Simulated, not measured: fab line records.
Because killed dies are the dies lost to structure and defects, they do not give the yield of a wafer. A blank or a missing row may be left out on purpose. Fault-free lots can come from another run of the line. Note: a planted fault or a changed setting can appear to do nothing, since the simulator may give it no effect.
fab line records    flow rit-cmos
[record] lots = 5  wafers = 15  last-day = 7
route steps=202 shown NSD@136 PSD@142 SDANNEAL@153
lots that met no fault: taken from a fault-free run of the same line
start-h: hours from the record's opening day to when the first of the lot's shown wafers began    wait-h: how many hours have passed since the lot's step before this one    " the same as in the row above    L1.1+2: a row that stands for several wafers    - no value, or no start was given    * or withheld: withheld    < > ~ a bound
route shown NAME@n: NAME is a module with steps in the file, n the number in the route of the first one    usual: average and standard deviation across the fault-free wafers    same: alike in all rows    chamber/n: place in a boat    sites: each site's reading    _std_site: the values' standard deviation    _edge_site: inner sites' mean taken away from outer sites' mean    radius-mm: how far each site lies from the wafer's centre    mask NAME#n: copy n    behind: the most recent tool/chamber to have shaped the wafer    hold: reason for holding the lot/hours on hold/outcome of the hold    device: which transistor (n, p or np) failed to switch    end of line: at the end of the route, the tests of the same wafers    a step given without rows: its recipe and nothing more    killed: dies that structure and defects cost at the first sort, which is not the same as the wafer's yield    map: per-die view of a wafer (x killed, . not killed, _ where there is no die)
set.NAME: the setting the step ran with; set.NAME@STEP: the setting that earlier step ran with    model.NAME: the simulator's own value behind a step, which no gauge read
a table for each step, a row for each wafer; lots at some steps of the route
services: from which hour (start-h, from the record's first day; less than 0 if before it) a tool's chamber was out of use, for how many hours, and why
[[steps]]
[step RIT_NSD_DEVELOP_05]
[recipe] resist = NOVOLAK  develop-time-s = 50  dev-temp-c = 23
[usual] chill-plate-temp-C = 23.00/0.095
lot.wafer  tool            chamber  start-h  wait-h  chill-plate-temp-C
L077.1     litho-track-01  0        -        -       23.02
L077.2     "               0        "        "       22.89
L077.5     "               0        "        "       22.78
L082.1     litho-track-04  0        -        -       23.10
L082.3     "               0        "        "       23.13
L082.6     "               0        "        "       23.09
L083.1     litho-track-01  0        -        -       23.09
L083.2     "               0        "        "       22.97
L083.4     "               0        "        "       23.02
L084.2     litho-track-01  0        -        -       23.01
L084.5     "               0        "        "       23.10
L084.6     "               0        "        "       23.17
L090.2     litho-track-01  0        -        -       22.99
L090.4     "               0        "        "       23.00
L090.5     "               0        "        "       22.98
[step RIT_NSD_OVL_MEAS_06]
[usual] NSD_OVL = -0.1/1.1
lot.wafer  tool        chamber  start-h  wait-h  NSD_OVL[nm]
L077.1     overlay-02  -        70.08    -       -0.9
L077.2     "           -        "        "       0.5
L077.5     "           -        "        "       1.1
L082.1     overlay-02  -        100.58   -       0.5
L082.3     "           -        "        "       -1.0
L082.6     "           -        "        "       0.2
L083.1     overlay-02  -        107.61   -       -0.3
L083.2     "           -        "        "       0.5
L083.4     "           -        "        "       1.4
L084.2     overlay-01  -        119.18   -       -0.9
L084.5     "           -        "        "       0.5
L084.6     "           -        "        "       -0.6
L090.2     overlay-02  -        155.73   -       2.2
L090.4     "           -        "        "       0.6
L090.5     "           -        "        "       -0.6
[step RIT_NSD_HARDBAKE_07]
[recipe] resist = NOVOLAK  temp-c = 140  time-s = 60
[usual] chill-plate-temp-C = 23.01/0.11  heater-power-total-W = 62.54/0.048
lot.wafer  tool            chamber  start-h  wait-h  chill-plate-temp-C  heater-power-total-W
L077.1     litho-track-02  0        70.12    0.0     22.97               62.56
L077.2     "               0        "        "       22.99               62.51
L077.5     "               0        "        "       23.02               62.44
L082.1     litho-track-04  0        100.62   0.0     22.86               62.56
L082.3     "               0        "        "       22.95               62.53
L082.6     "               0        "        "       23.10               62.51
L083.1     litho-track-01  0        107.65   0.0     22.94               62.52
L083.2     "               0        "        "       22.82               62.57
L083.4     "               0        "        "       22.79               62.52
L084.2     litho-track-04  0        119.24   0.0     22.92               62.48
L084.5     "               0        "        "       22.87               62.53
L084.6     "               0        "        "       22.92               62.56
L090.2     litho-track-02  0        155.78   0.0     22.86               62.55
L090.4     "               0        "        "       22.77               62.55
L090.5     "               0        "        "       22.84               62.60
[step RIT_NSD_IMPLANT_08]
[recipe] species = P  energy-kev = 25  dose-cm2 = 1e+15  tilt-deg = 7
lot.wafer   tool          chamber  start-h  wait-h
L077.1+2+5  implanter-02  0        70.27    0.1
L082.1+3+6  implanter-04  0        100.77   0.1
L083.1+2+4  implanter-04  0        107.80   0.1
L084.2+5+6  implanter-04  0        119.39   0.1
L090.2+4+5  implanter-04  0        155.93   0.1
[step RIT_NSD_STRIP_09]
[recipe] chemistry = O2  time-s = 180  resist = NOVOLAK  platen-temp-c = withheld  power-w = 500  pressure-mtorr = 4000  o2-flow-sccm = 4000
[usual] drypump-motor-current-A = 6.2/0.51
lot.wafer  tool             chamber  start-h  wait-h  drypump-motor-current-A  rf-hours-counter-h
L077.1     plasma-asher-01  0        70.42    0.1     6.8                      28
L077.2     "                1        "        "       5.8                      28
L077.5     "                0        "        "       6.8                      -
L082.1     plasma-asher-01  1        100.92   0.1     5.8                      30
L082.3     "                0        "        "       6.8                      -
L082.6     "                0        "        "       6.8                      -
L083.1     plasma-asher-01  1        107.95   0.1     5.8                      31
L083.2     "                0        "        "       6.8                      31
L083.4     "                1        "        "       5.8                      -
L084.2     plasma-asher-02  0        119.51   0.1     6.5                      47
L084.5     "                0        "        "       6.5                      -
L084.6     "                1        "        "       6.8                      -
L090.2     plasma-asher-03  0        156.06   0.1     5.9                      4
L090.4     "                0        "        "       5.9                      -
L090.5     "                1        "        "       5.4                      -
[step RIT_NSD_TW_MEAS_10]
[usual] NSD_TW = 3143/16
lot.wafer  tool           chamber  start-h  wait-h  NSD_TW
L077.1     film-metro-01  -        70.59    0.1     3156
L077.2     "              -        "        "       3140
L077.5     "              -        "        "       3121
L082.1     film-metro-04  -        101.09   0.1     3152
L082.3     "              -        "        "       3137
L082.6     "              -        "        "       3155
L083.1     film-metro-01  -        108.12   0.1     3133
L083.2     "              -        "        "       3168
L083.4     "              -        "        "       3158
L084.2     film-metro-04  -        119.70   0.1     3148
L084.5     "              -        "        "       3158
L084.6     "              -        "        "       3164
L090.2     film-metro-02  -        156.24   0.1     3135
L090.4     "              -        "        "       3132
L090.5     "              -        "        "       3134
[step RIT_PSD_HMDS_00]
[recipe] prime-time-s = 60  prime-temp-c = 141.1
[usual] chill-plate-temp-C = 23.02/0.1
lot.wafer  tool            chamber  start-h  wait-h  chill-plate-temp-C
L077.1     litho-track-04  0        70.65    0.1     23.02
L077.2     "               0        "        "       23.13
L077.5     "               0        "        "       22.91
L082.1     litho-track-04  0        101.15   0.1     23.21
L082.3     "               0        "        "       23.04
L082.6     "               0        "        "       23.11
L083.1     litho-track-03  0        108.18   0.1     22.98
L083.2     "               0        "        "       22.76
L083.4     "               0        "        "       22.99
L084.2     litho-track-04  0        119.77   0.1     23.17
L084.5     "               0        "        "       23.10
L084.6     "               0        "        "       23.12
L090.2     litho-track-04  0        156.32   0.1     23.05
L090.4     "               0        "        "       23.06
L090.5     "               0        "        "       22.84
[step RIT_PSD_COAT_01]
[recipe] resist = NOVOLAK  spin-rpm = 3250  resist-thk-nm = 1000
[usual] chill-plate-temp-C = 22.98/0.11
lot.wafer  tool            chamber  start-h  wait-h  chill-plate-temp-C
L077.1     litho-track-04  0        70.80    0.1     22.86
L077.2     "               0        "        "       22.94
L077.5     "               0        "        "       22.88
L082.1     litho-track-04  0        101.30   0.1     22.76
L082.3     "               0        "        "       22.93
L082.6     "               0        "        "       22.81
L083.1     litho-track-03  0        108.33   0.1     23.05
L083.2     "               0        "        "       23.05
L083.4     "               0        "        "       22.96
L084.2     litho-track-04  0        119.92   0.1     23.21
L084.5     "               0        "        "       23.03
L084.6     "               0        "        "       22.96
L090.2     litho-track-04  0        156.47   0.1     22.94
L090.4     "               0        "        "       23.02
L090.5     "               0        "        "       23.05
[step RIT_PSD_SOFTBAKE_02]
[recipe] resist = NOVOLAK  temp-c = 90  time-s = 60
[usual] chill-plate-temp-C = 23.00/0.1  heater-power-total-W = 34.57/0.046
lot.wafer  tool            chamber  start-h  wait-h  chill-plate-temp-C  heater-power-total-W
L077.1     litho-track-04  0        70.95    0.1     22.92               34.51
L077.2     "               0        "        "       22.98               34.60
L077.5     "               0        "        "       22.94               34.61
L082.1     litho-track-04  0        101.45   0.1     23.04               34.54
L082.3     "               0        "        "       22.80               34.51
L082.6     "               0        "        "       23.10               34.64
L083.1     litho-track-03  0        108.48   0.1     22.88               34.53
L083.2     "               0        "        "       22.85               34.62
L083.4     "               0        "        "       22.98               34.49
L084.2     litho-track-04  0        120.07   0.1     22.92               34.58
L084.5     "               0        "        "       23.00               34.49
L084.6     "               0        "        "       22.88               34.54
L090.2     litho-track-04  0        156.62   0.1     23.04               34.51
L090.4     "               0        "        "       23.02               34.55
L090.5     "               0        "        "       22.97               34.49
[step RIT_PSD_EXPOSE_03]
[recipe] mask-id = M10  na = 0.57  target-cd-nm = 40900  dose-mj = 250
[usual] reticle-temp-C = 22.99/0.11
lot.wafer  tool              chamber  start-h  wait-h  mask   reticle-temp-C
L077.1     iline-stepper-01  0        71.23    0.2     M10#0  23.03
L077.2     "                 0        "        "       M10#0  23.10
L077.5     "                 0        "        "       M10#0  23.08
L082.1     iline-stepper-01  0        101.60   0.1     M10#0  23.12
L082.3     "                 0        "        "       M10#0  23.10
L082.6     "                 0        "        "       M10#0  23.25
L083.1     iline-stepper-01  0        108.63   0.1     M10#0  22.97
L083.2     "                 0        "        "       M10#0  23.17
L083.4     "                 0        "        "       M10#0  23.16
L084.2     iline-stepper-01  0        120.22   0.1     M10#0  22.92
L084.5     "                 0        "        "       M10#0  22.96
L084.6     "                 0        "        "       M10#0  22.97
L090.2     iline-stepper-02  0        156.76   0.1     M10#0  23.01
L090.4     "                 0        "        "       M10#0  23.03
L090.5     "                 0        "        "       M10#0  23.14
[step RIT_PSD_PEB_04]
[recipe] resist = NOVOLAK  temp-c = withheld  time-s = withheld
[usual] chill-plate-temp-C = *
lot.wafer  tool            chamber  start-h  wait-h  chill-plate-temp-C
L077.1     litho-track-04  0        71.54    0.3     *
L077.2     "               0        "        "       *
L077.5     "               0        "        "       *
L082.1     litho-track-04  0        101.72   0.1     *
L082.3     "               0        "        "       *
L082.6     "               0        "        "       *
L083.1     litho-track-04  0        108.75   0.1     *
L083.2     "               0        "        "       *
L083.4     "               0        "        "       *
L084.2     litho-track-01  0        120.34   0.1     *
L084.5     "               0        "        "       *
L084.6     "               0        "        "       *
L090.2     litho-track-01  0        157.00   0.2     *
L090.4     "               0        "        "       *
L090.5     "               0        "        "       *
[step RIT_PSD_DEVELOP_05]
[recipe] resist = NOVOLAK  develop-time-s = 50  dev-temp-c = 23
[usual] chill-plate-temp-C = 22.99/0.11
lot.wafer  tool            chamber  start-h  wait-h  chill-plate-temp-C
L077.1     litho-track-04  0        -        -       22.94
L077.2     "               0        "        "       22.84
L077.5     "               0        "        "       22.85
L082.1     litho-track-04  0        -        -       22.92
L082.3     "               0        "        "       23.01
L082.6     "               0        "        "       22.98
L083.1     litho-track-04  0        -        -       23.03
L083.2     "               0        "        "       23.06
L083.4     "               0        "        "       22.99
L084.2     litho-track-01  0        -        -       22.99
L084.5     "               0        "        "       23.15
L084.6     "               0        "        "       23.10
L090.2     litho-track-01  0        -        -       22.92
L090.4     "               0        "        "       22.94
L090.5     "               0        "        "       23.04
[step RIT_PSD_OVL_MEAS_06]
[usual] PSD_OVL = -1.4/1.4
lot.wafer  tool        chamber  start-h  wait-h  PSD_OVL[nm]
L077.1     overlay-02  -        71.82    -       1.0
L077.2     "           -        "        "       -0.4
L077.5     "           -        "        "       0.1
L082.1     overlay-01  -        102.00   -       -0.9
L082.3     "           -        "        "       -0.7
L082.6     "           -        "        "       -0.4
L083.1     overlay-01  -        109.07   -       -3.5
L083.2     "           -        "        "       -0.8
L083.4     "           -        "        "       -3.0
L084.2     overlay-02  -        120.60   -       -1.3
L084.5     "           -        "        "       -3.0
L084.6     "           -        "        "       -0.3
L090.2     overlay-02  -        157.26   -       2.2
L090.4     "           -        "        "       0.9
L090.5     "           -        "        "       1.0
[step RIT_PSD_HARDBAKE_07]
[recipe] resist = NOVOLAK  temp-c = 140  time-s = 60
[usual] chill-plate-temp-C = 23.00/0.1  heater-power-total-W = 62.54/0.048
lot.wafer  tool            chamber  start-h  wait-h  chill-plate-temp-C  heater-power-total-W
L077.1     litho-track-01  0        71.86    0.0     23.07               62.61
L077.2     "               0        "        "       23.04               62.44
L077.5     "               0        "        "       23.18               62.54
L082.1     litho-track-04  0        102.04   0.0     22.98               62.49
L082.3     "               0        "        "       23.19               62.44
L082.6     "               0        "        "       23.12               62.54
L083.1     litho-track-03  0        109.32   0.2     23.05               62.49
L083.2     "               0        "        "       22.99               62.45
L083.4     "               0        "        "       23.21               62.45
L084.2     litho-track-04  0        120.80   0.2     22.89               62.50
L084.5     "               0        "        "       22.95               62.48
L084.6     "               0        "        "       23.05               62.52
L090.2     litho-track-01  0        157.32   0.0     23.03               62.49
L090.4     "               0        "        "       23.07               62.56
L090.5     "               0        "        "       23.09               62.49
[step RIT_PSD_IMPLANT_08]
[recipe] species = BF2  energy-kev = 27.24  dose-cm2 = 5e+15  tilt-deg = 7
lot.wafer   tool          chamber  start-h  wait-h
L077.1+2+5  implanter-02  0        72.01    0.1
L082.1+3+6  implanter-04  0        102.19   0.1
L083.1+2+4  implanter-02  0        109.47   0.1
L084.2+5+6  implanter-01  0        120.95   0.1
L090.2+4+5  implanter-01  0        157.47   0.1
[step RIT_PSD_STRIP_09]
[recipe] chemistry = O2  time-s = 180  resist = NOVOLAK  platen-temp-c = withheld  power-w = 500  pressure-mtorr = 4000  o2-flow-sccm = 4000
[usual] drypump-motor-current-A = 6.3/0.59
lot.wafer  tool             chamber  start-h  wait-h  drypump-motor-current-A  rf-hours-counter-h
L077.1     plasma-asher-02  1        72.16    0.1     6.7                      43
L077.2     "                0        "        "       6.5                      43
L077.5     "                1        "        "       6.8                      -
L082.1     plasma-asher-02  0        102.34   0.1     6.5                      45
L082.3     "                1        "        "       6.8                      -
L082.6     "                1        "        "       6.8                      -
L083.1     plasma-asher-02  1        109.62   0.1     6.8                      46
L083.2     "                0        "        "       6.5                      46
L083.4     "                1        "        "       6.8                      -
L084.2     plasma-asher-02  1        121.07   0.1     6.8                      47
L084.5     "                0        "        "       6.5                      -
L084.6     "                1        "        "       6.7                      -
L090.2     plasma-asher-02  1        157.59   0.1     6.8                      51
L090.4     "                1        "        "       6.8                      -
L090.5     "                1        "        "       6.8                      -
[step RIT_PSD_TW_MEAS_10]
[usual] PSD_TW = 3459/20
lot.wafer  tool           chamber  start-h  wait-h  PSD_TW
L077.1     film-metro-04  -        72.33    0.1     3495
L077.2     "              -        "        "       3481
L077.5     "              -        "        "       3454
L082.1     film-metro-01  -        102.51   0.1     3455
L082.3     "              -        "        "       3482
L082.6     "              -        "        "       3465
L083.1     film-metro-02  -        109.79   0.1     3420
L083.2     "              -        "        "       3429
L083.4     "              -        "        "       3444
L084.2     film-metro-01  -        121.26   0.1     3451
L084.5     "              -        "        "       3471
L084.6     "              -        "        "       3473
L090.2     film-metro-01  -        157.78   0.1     3470
L090.4     "              -        "        "       3470
L090.5     "              -        "        "       3443
[step RIT_SDANNEAL_CLEAN_00]
[recipe] chemistry = SC1  mix = 3:3:50  time-s = 600  temp-c = 75
lot.wafer   tool          chamber  start-h  wait-h
L077.1+2+5  wet-bench-02  2        72.39    0.1
L082.1+3+6  wet-bench-02  0        102.57   0.1
L083.1+2+4  wet-bench-02  1        109.85   0.1
L084.2+5+6  wet-bench-02  0        121.31   0.0
L090.2+4+5  wet-bench-01  3        157.83   0.0
[step RIT_SDANNEAL_CLEAN_01]
[recipe] chemistry = dHF  dilution = 50:1  time-s = 30
lot.wafer   tool          chamber  start-h  wait-h
L077.1+2+5  wet-bench-01  3        72.60    0.0
L082.1+3+6  wet-bench-04  1        102.75   0.0
L083.1+2+4  wet-bench-04  1        110.04   0.0
L084.2+5+6  wet-bench-01  3        121.48   0.0
L090.2+4+5  wet-bench-01  3        158.02   0.0
[step RIT_SDANNEAL_CLEAN_02]
[recipe] chemistry = SC2  mix = 3:3:50  time-s = 600  temp-c = 75  dry = n2-spin
lot.wafer   tool          chamber  start-h  wait-h
L077.1+2+5  wet-bench-04  1        72.62    0.0
L082.1+3+6  wet-bench-02  2        102.76   0.0
L083.1+2+4  wet-bench-01  1        110.06   0.0
L084.2+5+6  wet-bench-02  0        121.50   0.0
L090.2+4+5  wet-bench-01  1        158.04   0.0
[step RIT_SDANNEAL_RTA_03]
[recipe] temp-c = 1050  time-s = 5  idle-temp-c = 600  ramp-up-c-per-s = 342  ramp-down-c-per-s = 171  cool-to-c = 600  ambient = N2
[usual] wafer_temp_C_max = 1053.5/1.1
lot.wafer  tool           chamber  start-h  wait-h  wafer_temp_C_max
L077.1     rtp-anneal-01  0        72.79    0.0     1053.1
L077.2     "              0        "        "       1053.6
L077.5     "              0        "        "       1055.4
L082.1     rtp-anneal-02  0        102.94   0.0     1054.4
L082.3     "              0        "        "       1052.8
L082.6     "              0        "        "       1052.8
L083.1     rtp-anneal-01  0        110.24   0.0     1052.9
L083.2     "              0        "        "       1053.0
L083.4     "              0        "        "       1052.4
L084.2     rtp-anneal-02  0        121.68   0.0     1052.3
L084.5     "              0        "        "       1055.1
L084.6     "              0        "        "       1053.1
L090.2     rtp-anneal-02  0        158.24   0.0     1053.3
L090.4     "              0        "        "       1053.9
L090.5     "              0        "        "       1053.9
[[services]]
tool              chamber  start-h  hours  kind
implanter-01      -        48.48    2.5    pm
iline-stepper-02  -        50.96    2.1    pm
implanter-04      -        51.77    1.9    repair
iline-stepper-02  -        53.04    -      consumable-replace:lamp
iline-stepper-02  0        58.38    -      calibration
plasma-asher-03   -        67.92    1.6    repair
iline-stepper-01  -        91.69    4.4    pm
implanter-02      -        99.41    7.6    pm
implanter-01      -        101.28   2.1    repair
iline-stepper-01  0        108.17   -      calibration
plasma-asher-03   -        108.75   9.0    pm
plasma-asher-03   0        108.75   9.0    vent-cycle
plasma-asher-03   1        108.75   9.0    vent-cycle
implanter-02      -        111.60   8.0    repair
plasma-asher-03   0        117.75   -      clean
plasma-asher-03   1        117.75   -      clean
plasma-asher-02   -        126.86   2.8    pm
implanter-04      -        127.20   0.7    repair
implanter-02      -        131.51   1.8    repair
plasma-asher-01   -        132.82   4.3    pm
iline-stepper-02  -        137.13   2.0    repair
[[key]]
fault none
